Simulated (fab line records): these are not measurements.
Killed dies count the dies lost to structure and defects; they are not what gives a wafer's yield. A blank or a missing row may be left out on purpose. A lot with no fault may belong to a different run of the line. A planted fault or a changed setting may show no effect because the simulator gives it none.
Lot-split experiment -- flow berkeleyCmos170 -- on a route of 331 steps: 5 lots, 27 wafers read

== ON THE SPLIT ==
At UCB170_CONTACT_ETCH_18 (etches PSG in CHF3/CF4/Ar, stops on TiSi2, target depth 840 nm, time 195 s), the setting targetDepthA was moved away from the recipe's 8400 angstrom on 6 of the 27 wafers read, by -54.9% to -23.0%. All remaining wafers had this setting at the recipe value.

The split's own step is where the reading is taken.

== THE READING ==
KrF_of_CONTACT_COAT_10.thkNm (the simulator's own value, which no gauge read), in nm, at UCB170_CONTACT_ETCH_18 (etches PSG in CHF3/CF4/Ar, stops on TiSi2, target depth 840 nm, time 195 s). The file gives no usual value for it. Here, 21 wafers ran the recipe; their average is 691.4 nm with a standard deviation of 2.9 nm.

wafer,"tool, chamber at the split","targetDepthA as run, angstrom",against the recipe,"KrF_of_CONTACT_COAT_10.thkNm, nm",against lot-mates on the recipe
L074.1,"rieDiel-04, 0",8400,recipe,697.2,-
L074.2,"rieDiel-04, 2",8400,recipe,691,-
L074.3,"rieDiel-04, 1",8400,recipe,694.6,-
L074.4,"rieDiel-04, 3",8400,recipe,694,-
L074.5,"rieDiel-04, 3",8400,recipe,694.1,-
L074.6,"rieDiel-04, 2",8400,recipe,692.4,-
L081.1,"rieDiel-04, 3",3791,-54.9%,799.9,+106.6
L081.2,"rieDiel-04, 2",8400,recipe,692.5,-
L081.3,"rieDiel-04, 0",3791,-54.9%,803.1,+109.8
L081.4,"rieDiel-04, 1",3791,-54.9%,804,+110.7
L081.5,"rieDiel-04, 3",8400,recipe,695,-
L081.6,"rieDiel-04, 2",8400,recipe,692.4,-
L080.1,"rieDiel-01, 2",8400,recipe,695.2,-
L080.2,"rieDiel-01, 1",8400,recipe,691.3,-
L080.3,"rieDiel-01, 0",8400,recipe,692.4,-
L080.4,"rieDiel-01, 3",6471,-23.0%,736.5,+43.5
L080.5,"rieDiel-01, 0",6471,-23.0%,737.2,+44.2
L080.6,"rieDiel-01, 3",6471,-23.0%,739.5,+46.5
L084.1,"rieDiel-04, 0",8400,recipe,690.1,-
L084.2,"rieDiel-04, 3",8400,recipe,689.9,-
L084.3,"rieDiel-04, 2",8400,recipe,687.7,-
L084.4,"rieDiel-04, 1",8400,recipe,689.9,-
L084.5,"rieDiel-04, 1",8400,recipe,689.4,-
L084.6,"rieDiel-04, 2",8400,recipe,686.6,-
L085.2,"rieDiel-01, 0",8400,recipe,687.1,-
L085.3,"rieDiel-01, 0",8400,recipe,687.5,-
L085.4,"rieDiel-01, 1",8400,recipe,689.3,-

FIT RESULTS
A straight line over all 27 wafers: KrF_of_CONTACT_COAT_10.thkNm changes by -2.02 nm for each +1% of targetDepthA; r = -1.00; the points scatter about the line by 2.7 nm.
The same after taking each lot's own level away (the mean of its wafers on the recipe; 27 wafers): -1.98 nm for each +1%; r = -1.00; scatter 1.6 nm.
The reading moves by 1.1e+02 nm for the largest change in targetDepthA, on that fit.
The lots' own levels span 687.97 to 693.88 nm, that is 2.1 times the standard deviation above.
Hence the lot-to-lot level has little effect on the slope; both slopes agree.
Check: with one of the wafers moved furthest among these (-54.9%) left out of the fit, the line predicts +110 nm for it against its lot-mates. It came out at +107 nm against them.

== ADDITIONAL SPLITS CARRIED BY THESE WAFERS ==
Other splits were also applied to these wafers ahead of the reading. Each is held against what the fit with the lots' levels taken away leaves over:
other split on the same wafers,wafers away from the commonest value,r with KrF_of_CONTACT_COAT_10.thkNm (lot level and that fit taken away)
UCB170_START_OXIDATION_02 oxTimeS,21,-0.10
UCB170_PWELL_OXIDATION_02 oxTimeS,6,-0.11
UCB170_WELLDRIVE_OXIDATION_01 oxTimeS,18,-0.06
UCB170_FIELD_WET_ETCH_05 timeS,21,-0.05
UCB170_SDANNEAL_RTA_00 timeS,9,-0.08

== THE WHOLE CHAIN: every reading that the file lists as answering this split, in the file's order ==
step,what it does,reading,change (the file's fit),r (the file's)
UCB170_CONTACT_ETCH_18,"etches PSG in CHF3/CF4/Ar, stops on TiSi2, target depth 840 nm, time 195 s","CONTACT.featureDepthNm (the simulator's own value, which no gauge read)",+5.45 nm for each +1% of the setting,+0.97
UCB170_CONTACT_ETCH_18,"etches PSG in CHF3/CF4/Ar, stops on TiSi2, target depth 840 nm, time 195 s","etch.depthNm (the simulator's own value, which no gauge read)",+5.45 nm for each +1% of the setting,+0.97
UCB170_CONTACT_ETCH_18,"etches PSG in CHF3/CF4/Ar, stops on TiSi2, target depth 840 nm, time 195 s","KrF_of_CONTACT_COAT_10.thkNm (the simulator's own value, which no gauge read)",-1.98 nm for each +1% of the setting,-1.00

== FILE'S OWN FIT ==
KrF_of_CONTACT_COAT_10.thkNm changes by -1.98 nm for each +1% of targetDepthA, r = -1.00.
